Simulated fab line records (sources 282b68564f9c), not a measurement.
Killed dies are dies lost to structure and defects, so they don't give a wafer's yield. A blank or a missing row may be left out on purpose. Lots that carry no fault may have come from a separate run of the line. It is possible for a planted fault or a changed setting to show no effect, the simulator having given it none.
Which tool was responsible? || flow rit_cmos || 14 lots, 42 wafers sampled, at 2 steps of a route of 202

== WHAT THE GAUGES SHOWED, per wafer ==
RIT_ACTIVE_CD_MEAS_90: target cd 1400 nm.
{"lot": "L134", "measured": "day 1 15:12", "on": "cd_sem-02", "cd_nm (nm)": "1399.1 1399.8 1399.5"}
{"lot": "L135", "measured": "day 1 20:01", "on": "cd_sem-01", "cd_nm (nm)": "1400.7 1400.4 1401.1"}
{"lot": "L137", "measured": "day 2 06:10", "on": "cd_sem-02", "cd_nm (nm)": "1398.6 1400.2 1401.8"}
{"lot": "L138", "measured": "day 2 11:05", "on": "cd_sem-01", "cd_nm (nm)": "1397.7 1398.1 1399.2"}
{"lot": "L140", "measured": "day 2 22:19", "on": "cd_sem-01", "cd_nm (nm)": "1399.7 1399.6 1398.4"}
{"lot": "L141", "measured": "day 3 03:13", "on": "cd_sem-02", "cd_nm (nm)": "1397.1 1396.6 1396.4"}
{"lot": "L143", "measured": "day 3 12:01", "on": "cd_sem-01", "cd_nm (nm)": "1402.5 1403.0 1403.3"}
{"lot": "L145", "measured": "day 3 23:19", "on": "cd_sem-02", "cd_nm (nm)": "1400.4 1402.1 1399.2"}
{"lot": "L146", "measured": "day 4 04:33", "on": "cd_sem-02", "cd_nm (nm)": "1399.8 1401.6 1402.4"}
{"lot": "L148", "measured": "day 4 13:53", "on": "cd_sem-01", "cd_nm (nm)": "1397.2 1397.6 1399.4"}
{"lot": "L149", "measured": "day 4 18:40", "on": "cd_sem-02", "cd_nm (nm)": "1383.7 1384.0 1385.0"}
{"lot": "L150", "measured": "day 4 23:02", "on": "cd_sem-01", "cd_nm (nm)": "1384.4 1385.0 1384.7"}
{"lot": "L155", "measured": "day 6 00:05", "on": "cd_sem-02", "cd_nm (nm)": "1401.2 1398.5 1398.7"}
{"lot": "L157", "measured": "day 6 10:08", "on": "cd_sem-02", "cd_nm (nm)": "1401.5 1399.3 1401.4"}

== TOOL THAT RAN EACH LOT (tool first, then ch and the chambers of the sampled wafers, then the start) ==
{"lot": "L134", "RIT_ACTIVE_HARDBAKE_12": "litho_track-02 ch 0, day 1 14:44"}
{"lot": "L135", "RIT_ACTIVE_HARDBAKE_12": "litho_track-03 ch 0, day 1 19:34"}
{"lot": "L137", "RIT_ACTIVE_HARDBAKE_12": "litho_track-03 ch 0, day 2 05:43"}
{"lot": "L138", "RIT_ACTIVE_HARDBAKE_12": "litho_track-02 ch 0, day 2 10:34"}
{"lot": "L140", "RIT_ACTIVE_HARDBAKE_12": "litho_track-02 ch 0, day 2 21:52"}
{"lot": "L141", "RIT_ACTIVE_HARDBAKE_12": "litho_track-03 ch 0, day 3 02:46"}
{"lot": "L143", "RIT_ACTIVE_HARDBAKE_12": "litho_track-01 ch 0, day 3 11:34"}
{"lot": "L145", "RIT_ACTIVE_HARDBAKE_12": "litho_track-02 ch 0, day 3 22:52"}
{"lot": "L146", "RIT_ACTIVE_HARDBAKE_12": "litho_track-02 ch 0, day 4 04:05"}
{"lot": "L148", "RIT_ACTIVE_HARDBAKE_12": "litho_track-03 ch 0, day 4 13:26"}
{"lot": "L149", "RIT_ACTIVE_HARDBAKE_12": "litho_track-02 ch 0, day 4 18:12"}
{"lot": "L150", "RIT_ACTIVE_HARDBAKE_12": "litho_track-02 ch 0, day 4 22:35"}
{"lot": "L155", "RIT_ACTIVE_HARDBAKE_12": "litho_track-03 ch 0, day 5 23:38"}
{"lot": "L157", "RIT_ACTIVE_HARDBAKE_12": "litho_track-01 ch 0, day 6 09:41"}
- RIT_ACTIVE_HARDBAKE_12: time 60 s.

== WHAT THE TOOLS THEMSELVES READ (means of the sampled wafers that have a number; where no wafer has one, the mark that the record gives instead) ==
RIT_ACTIVE_HARDBAKE_12.
{"lot": "L134", "tool": "litho_track-02", "heater_power_total_W (W)": 62.51, "plate_temp_C (C)": 139.98}
{"lot": "L135", "tool": "litho_track-03", "heater_power_total_W (W)": 62.56, "plate_temp_C (C)": 140.08}
{"lot": "L137", "tool": "litho_track-03", "heater_power_total_W (W)": 62.55, "plate_temp_C (C)": 140.14}
{"lot": "L138", "tool": "litho_track-02", "heater_power_total_W (W)": 62.53, "plate_temp_C (C)": 140.07}
{"lot": "L140", "tool": "litho_track-02", "heater_power_total_W (W)": 62.50, "plate_temp_C (C)": 139.95}
{"lot": "L141", "tool": "litho_track-03", "heater_power_total_W (W)": 62.54, "plate_temp_C (C)": 140.02}
{"lot": "L143", "tool": "litho_track-01", "heater_power_total_W (W)": 62.58, "plate_temp_C (C)": 140.21}
{"lot": "L145", "tool": "litho_track-02", "heater_power_total_W (W)": 62.57, "plate_temp_C (C)": 140.16}
{"lot": "L146", "tool": "litho_track-02", "heater_power_total_W (W)": 62.51, "plate_temp_C (C)": 140.07}
{"lot": "L148", "tool": "litho_track-03", "heater_power_total_W (W)": 62.59, "plate_temp_C (C)": 140.07}
{"lot": "L149", "tool": "litho_track-02", "heater_power_total_W (W)": 61.46, "plate_temp_C (C)": 138.00}
{"lot": "L150", "tool": "litho_track-02", "heater_power_total_W (W)": 61.41, "plate_temp_C (C)": 137.98}
{"lot": "L155", "tool": "litho_track-03", "heater_power_total_W (W)": 62.53, "plate_temp_C (C)": 139.97}
{"lot": "L157", "tool": "litho_track-01", "heater_power_total_W (W)": 62.60, "plate_temp_C (C)": 140.01}

== THE ANSWER, worked out from the rows above alone ==
Rule: what is usual is taken from the lots themselves. The widest of any qualifying gaps counts: lots, ordered by their means at a reading, are off when they make up no more than a third of the lots, leave a main group of 4 or more, and stand apart from it by 3 or more times the standard deviation of that group's means. Not used: any main group whose means are identical at the precision the tables above print for the reading. Also off: a lot with no number at a reading for which 4 or more lots have one. The other lots that the step has rows for count as sound. Order of review: gauges by route order, followed by the tools' own readings, for which a lot's mean as printed above is used. The first step at which some lot is off is used, and at that step the reading that is off furthest; a lot without a number counts as furthest.
Off: L149, L150 (RIT_ACTIVE_CD_MEAS_90, cd_nm). For the main group the mean is 1399.8 nm and the standard deviation 1.6.
A tool fits if, at a process step before that reading, it ran every lot that is off, and no sound lot after the first of them. The gauges at RIT_ACTIVE_CD_MEAS_90 aren't tried: what is off there is off at RIT_ACTIVE_HARDBAKE_12 too, on other tools, and a gauge's error can't cause that. One fits: RIT_ACTIVE_HARDBAKE_12 on litho_track-02. Its last sound lot is L146 (day 4 04:05), its first lot that is off L149 (day 4 18:12): a fault that began between those two fits.
The tool's own readings at RIT_ACTIVE_HARDBAKE_12 bear it out: on the lots that are off they differ by more than 5 times the standard deviation of the sound lots' means. heater_power_total_W reads 61.44 W there against 62.55 W on the sound lots; plate_temp_C reads 137.99 C there against 140.06 C on the sound lots.

== WHAT WAS PUT IN BY THE SIMULATOR ==
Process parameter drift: litho_track-02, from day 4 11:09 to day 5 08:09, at RIT_ACTIVE_HARDBAKE_12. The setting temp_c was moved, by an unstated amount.
Struck lots among those shown: L149, L150. The rule above found the same.
